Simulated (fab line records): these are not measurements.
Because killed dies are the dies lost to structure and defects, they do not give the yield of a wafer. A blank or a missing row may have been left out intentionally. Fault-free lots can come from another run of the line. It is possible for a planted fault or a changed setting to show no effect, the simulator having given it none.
What tool caused it? | flow berkeley cmos170 | 15 lots (45 wafers sampled), 1 step of a 331-step route

== WHAT EACH GAUGE READ, for each wafer ==
Not one reading of a measure or inspect step in the record can be checked against a usual standard deviation.

== WHICH TOOL RAN EACH LOT (tool, then ch and the chambers of the sampled wafers, then the start) ==
lot  | UCB170_NVT_DEVELOP_05
L501 | litho track-01 ch 0, day 5 04:00
L505 | litho track-02 ch 0, day 6 09:00
L504 | litho track-01 ch 0, day 6 20:00
L509 | litho track-04, day 7 08:00
L508 | litho track-01, day 7 09:00
L511 | litho track-01, day 7 20:00
L515 | litho track-01 ch 0, day 8 10:00
L516 | litho track-02 ch 0, day 8 18:00
L517 | litho track-01 ch 0, day 8 18:00
L519 | litho track-01 ch 0, day 9 04:00
L518 | litho track-01 ch 0, day 9 04:00
L521 | litho track-01 ch 0, day 9 18:00
L520 | litho track-04 ch 0, day 9 18:00
L522 | litho track-01 ch 0, day 9 22:00
L523 | litho track-02 ch 0, day 10 14:00
- UCB170_NVT_DEVELOP_05: develop time 45 s.

== WHAT THE TOOLS THEMSELVES READ (means of the sampled wafers that have a number; where no wafer has one, the mark that the record gives instead) ==
UCB170_NVT_DEVELOP_05.
lot  | tool           | chill plate temp C (C) | developer temp C (C) | exhaust pa (Pa)
L501 | litho track-01 | 22.87                  | 21.06                | 46.2
L505 | litho track-02 | 23.01                  | 21.00                | 45.6
L504 | litho track-01 | 23.02                  | 21.01                | 45.4
L509 | litho track-04 | -                      | -                    | -
L508 | litho track-01 | -                      | -                    | -
L511 | litho track-01 | -                      | -                    | -
L515 | litho track-01 | 22.94                  | 20.94                | 45.6
L516 | litho track-02 | 23.07                  | 21.13                | 45.2
L517 | litho track-01 | 22.95                  | 20.96                | 43.9
L519 | litho track-01 | 23.06                  | 20.90                | 45.2
L518 | litho track-01 | 23.11                  | 21.05                | 45.4
L521 | litho track-01 | 22.93                  | 20.98                | 45.2
L520 | litho track-04 | 23.05                  | 21.23                | 45.4
L522 | litho track-01 | 22.90                  | 20.96                | 44.3
L523 | litho track-02 | 23.09                  | 20.90                | 43.7

== THE ANSWER, worked out from the rows above alone ==
Rule: what is usual is taken from the lots themselves. Put in order of their means at a reading, lots are off if they are a third of the lots or fewer, leave a main group of 4 or more, and stand apart from it by a gap of 3 or more times the standard deviation of the main group's means; of several such gaps the widest counts. A main group is skipped when, at the precision printed for the reading in the tables above, its means are all equal. A lot without any number at a reading at which 4 lots or more have one is off too. The other lots that the step has rows for count as sound. After the gauges, taken in route order, come the tools' own readings; for these a lot's mean is taken, as printed above. The first step at which some lot is off is used, and at that step the reading that is off furthest; a lot without a number counts as furthest.
Off, at UCB170_NVT_DEVELOP_05 on chill plate temp C: L509, L508, L511. Without a number there: L509, L508, L511. The main group has a mean of 23.00 C with a standard deviation of 0.076.
A tool fits if, at that step or a process step before it, it ran every lot that is off, and no sound lot after the first of them. Not one of the candidates tried fits.

== WHAT HAD BEEN PUT IN BY THE SIMULATOR ==
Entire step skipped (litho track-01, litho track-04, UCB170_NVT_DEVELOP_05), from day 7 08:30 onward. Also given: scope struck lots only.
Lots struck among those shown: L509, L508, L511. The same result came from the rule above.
